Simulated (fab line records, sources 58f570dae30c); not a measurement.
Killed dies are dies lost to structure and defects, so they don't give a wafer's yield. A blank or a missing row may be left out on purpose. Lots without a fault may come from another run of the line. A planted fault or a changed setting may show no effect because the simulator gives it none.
Which tool did it? | flow berkeley_cmos170 | 7 lots, 21 wafers sampled, at 2 steps of a route of 331

WHAT THE GAUGES READ, wafer by wafer
UCB170_V2_BOW_MEAS_03.
lot  | measured     | on            | V2_BOW (um)
L575 | day 8 09:17  | film_metro-01 | 36 47 33
L579 | day 9 05:25  | film_metro-04 | 41 39 38
L583 | day 9 09:37  | film_metro-04 | 37 41 38
L590 | day 11 04:59 | film_metro-01 | 43 48 48
L592 | day 11 05:17 | film_metro-04 | 42 38 35
L595 | day 12 05:19 | film_metro-01 | 40 33 24
L597 | day 12 20:43 | film_metro-01 | 34 45 31

WHICH TOOL RAN EACH LOT (tool, then ch and the chambers of the sampled wafers, then the start)
lot  | UCB170_ACTIVE_ETCH_15
L575 | rie_diel-03 ch 0,1,2, day 4 12:50
L579 | rie_diel-03 ch 0,3, day 4 23:49
L583 | rie_diel-01 ch 0,1,3, day 5 22:19
L590 | rie_diel-03 ch 0,2, day 7 15:23
L592 | rie_diel-03 ch 2,3, day 7 22:33
L595 | rie_diel-04 ch 0,1,2, day 8 20:14
L597 | rie_diel-04 ch 0,2, day 9 11:25
- UCB170_ACTIVE_ETCH_15: etches Si3N4 in CH3F/Ar/O2, stops on SiO2, target depth 242 nm, time 151 s.

THE ANSWER, worked out from the rows above alone
Rule: what is usual is taken from the lots themselves. Put in order of their means at a reading, lots are off if they are a third of the lots or fewer, leave a main group of 4 or more, and stand apart from it by a gap of 3 or more times the standard deviation of the main group's means; of several such gaps the widest counts. A main group whose means are all the same, to the digits that the tables above print for the reading, isn't used. A lot without any number at a reading at which 4 lots or more have one is off too. The other lots that the step has rows for count as sound.
No lot is off at any reading shown: from this, nothing can be told.

WHAT THE SIMULATOR HAD PUT IN
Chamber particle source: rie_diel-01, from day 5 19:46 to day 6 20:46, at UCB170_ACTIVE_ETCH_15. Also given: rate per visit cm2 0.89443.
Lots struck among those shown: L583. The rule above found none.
